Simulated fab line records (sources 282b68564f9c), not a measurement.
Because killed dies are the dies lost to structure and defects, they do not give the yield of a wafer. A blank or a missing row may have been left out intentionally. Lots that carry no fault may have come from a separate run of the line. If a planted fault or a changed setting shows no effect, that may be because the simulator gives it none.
Lot-split experiment -- flow rit-cmos -- 23 wafers read across 5 lots, on a route 202 steps long

SPLIT DETAILS
At RIT_SDANNEAL_CLEAN_00 (cleans in SC1, time 600 s), the setting temp-c was moved away from the recipe's 75 C on 15 of the 23 wafers read, by -4.7% to +4.9%. The other wafers ran this setting at the recipe's value.

Reading taken at the split's own step.

THE READING
poly-Si_of_GATE_CVD_08.thk-nm (the simulator's own value, which no gauge read), in nm, at RIT_SDANNEAL_CLEAN_00 (cleans in SC1, time 600 s). The file does not state a usual value for it. The 8 wafers here that ran the recipe average 162.9 nm, standard deviation 1.9 nm.

wafer,"tool, chamber at the split","temp-c as run, C",against the recipe,"poly-Si_of_GATE_CVD_08.thk-nm, nm",against lot-mates on the recipe
L077.1,"-, -",78.68,+4.9%,176.5,no lot-mate on the recipe
L077.3,"-, -",78.68,+4.9%,178.8,no lot-mate on the recipe
L077.4,"-, -",78.68,+4.9%,173.7,no lot-mate on the recipe
L077.5,"-, -",78.68,+4.9%,176.8,no lot-mate on the recipe
L077.6,"-, -",78.68,+4.9%,174.9,no lot-mate on the recipe
L076.1,"-, -",75,recipe,163.7,-
L076.4,"-, -",75,recipe,163.7,-
L076.2,"-, -",75,recipe,165.6,-
L076.3,"-, -",75,recipe,163.9,-
L076.5,"-, -",75,recipe,164.5,-
L078.1,"-, -",71.51,-4.7%,154.1,no lot-mate on the recipe
L078.2,"-, -",71.51,-4.7%,153.6,no lot-mate on the recipe
L078.3,"-, -",71.51,-4.7%,153.8,no lot-mate on the recipe
L078.4,"-, -",71.51,-4.7%,153.5,no lot-mate on the recipe
L078.5,"-, -",71.51,-4.7%,152.8,no lot-mate on the recipe
L079.1,"wet-bench-02, 0",75,recipe,159.8,-
L079.5,"wet-bench-02, 0",75,recipe,160.9,-
L079.6,"wet-bench-02, 0",75,recipe,161.5,-
L082.1,"-, -",78.15,+4.2%,178.5,no lot-mate on the recipe
L082.2,"-, -",78.15,+4.2%,180.4,no lot-mate on the recipe
L082.3,"-, -",78.15,+4.2%,177,no lot-mate on the recipe
L082.4,"-, -",78.15,+4.2%,180.8,no lot-mate on the recipe
L082.6,"-, -",78.15,+4.2%,179,no lot-mate on the recipe

THE FIT
A straight line over all 23 wafers: poly-Si_of_GATE_CVD_08.thk-nm changes by +2.66 nm for each +1% of temp-c; r = +0.97; the points scatter about the line by 2.7 nm.
Too few moved wafers with a lot-mate on the recipe to fit a line net of each lot's own level.

THE FILE'S OWN FIT
poly-Si_of_GATE_CVD_08.thk-nm changes by +2.66 nm for each +1% of temp-c, r = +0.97.
